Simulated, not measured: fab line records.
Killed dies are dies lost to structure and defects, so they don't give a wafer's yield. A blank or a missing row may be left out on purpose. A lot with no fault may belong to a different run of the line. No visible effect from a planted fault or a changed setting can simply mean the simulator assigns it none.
Check for tools in common	flow ritCmos	14 lots, 42 wafers sampled

== THE REASON FOR OPENING IT ==
RIT_PWELL_TW_MEAS_10, reading PWELL_TW: flagged on 2 of 14 lots. Fault-free wafers read 960, with a standard deviation of 4.9.
Rule: a lot is flagged in two cases, either no wafer of it has a number, or all its wafers with numbers fall more than 4 standard deviations from that mean. The other lots count as sound.

lot	measured	on	PWELL_TW, wafer by wafer	flag
L622	day 1 23:56	filmMetro-04	955 951 954	
L623	day 2 09:01	filmMetro-04	959 962 963	
L624	day 2 09:36	filmMetro-01	969 967 963	
L626	day 2 22:57	filmMetro-01	963 961 962	
L627	day 3 06:30	filmMetro-04	965 967 963	
L629	day 3 11:26	filmMetro-04	964 969 965	
L632	day 4 02:38	filmMetro-04	957 962 961	
L633	day 4 07:26	filmMetro-01	962 960 965	
L634	day 4 13:55	filmMetro-04	1051 1044 1041	FLAGGED
L635	day 4 16:57	filmMetro-04	1041 1037 1044	FLAGGED
L640	day 5 17:08	filmMetro-04	958 957 956	
L641	day 5 23:23	filmMetro-04	958 960 957	
L642	day 6 03:34	filmMetro-01	962 957 971	
L643	day 6 10:05	filmMetro-04	960 964 960	
On average the flagged lots' numbers are 1043, which is +83 against the usual, or +17 standard deviations.

== EACH LOT AND THE TOOL IT RAN ON ==
The record keeps 1 process step preceding the reading, out of 202 steps on the route. In each cell: the tool, then ch and the chambers that the sampled wafers went through, then the start.
lot	flag	RIT_PWELL_IMPLANT_08
L622		implanter-02 ch 0, day 1 23:38
L623		implanter-02 ch 0, day 2 08:41
L624		implanter-02 ch 0, day 2 09:17
L626		implanter-02 ch 0, day 2 22:37
L627		implanter-01 ch 0, day 3 06:11
L629		implanter-02 ch 0, day 3 11:07
L632		implanter-04 ch 0, day 4 02:19
L633		implanter-01 ch 0, day 4 07:07
L634	FLAGGED	implanter-02 ch 0, day 4 13:37
L635	FLAGGED	implanter-02 ch 0, day 4 16:38
L640		implanter-04 ch 0, day 5 16:49
L641		implanter-04 ch 0, day 5 23:04
L642		implanter-01 ch 0, day 6 03:15
L643		implanter-01 ch 0, day 6 09:47
What the steps here do:
- RIT_PWELL_IMPLANT_08
- RIT_PWELL_TW_MEAS_10

== FLAGGED OVER TOTAL, TOOL BY TOOL (the gauges that took the reading come last) ==
step	tool	lots run	flagged	share of the flagged lots	sound lots run after its first flagged lot
RIT_PWELL_IMPLANT_08	implanter-01	4	0	none	-
RIT_PWELL_IMPLANT_08	implanter-02	7	2	all	0
RIT_PWELL_IMPLANT_08	implanter-04	3	0	none	-
RIT_PWELL_TW_MEAS_10	filmMetro-01	4	0	none	-
RIT_PWELL_TW_MEAS_10	filmMetro-04	10	2	all	3 (L640,L641,L643)

== WHAT IS ALLOWED BY THE TABLE ==
Table rows that saw every flagged lot: 2, namely implanter-02 at RIT_PWELL_IMPLANT_08 and filmMetro-04 at RIT_PWELL_TW_MEAS_10.
- implanter-02 at RIT_PWELL_IMPLANT_08 ran 7 lots, 2 of them flagged. A fault beginning between L629 (day 3 11:07), its last sound lot, and L634 (day 4 13:37), its first flagged one, fits the data. Its own readings (doseIonsCm2, faradayCurrentUA) fall more than 4 standard deviations out on all wafers of the flagged lots.
- filmMetro-04 at RIT_PWELL_TW_MEAS_10 ran 10 lots, 2 of them flagged. After the first flagged lot (L640, L641, L643), sound lots still ran on it; a lasting fault on the whole tool would not permit that.
What remains is a single tool, implanter-02 at RIT_PWELL_IMPLANT_08.

== WHAT HAD BEEN PUT IN BY THE SIMULATOR ==
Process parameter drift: implanter-02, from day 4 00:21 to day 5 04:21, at RIT_PWELL_IMPLANT_08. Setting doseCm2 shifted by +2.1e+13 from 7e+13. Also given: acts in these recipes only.
Lots struck among those shown: L634, L635. The same result came from the rule above.
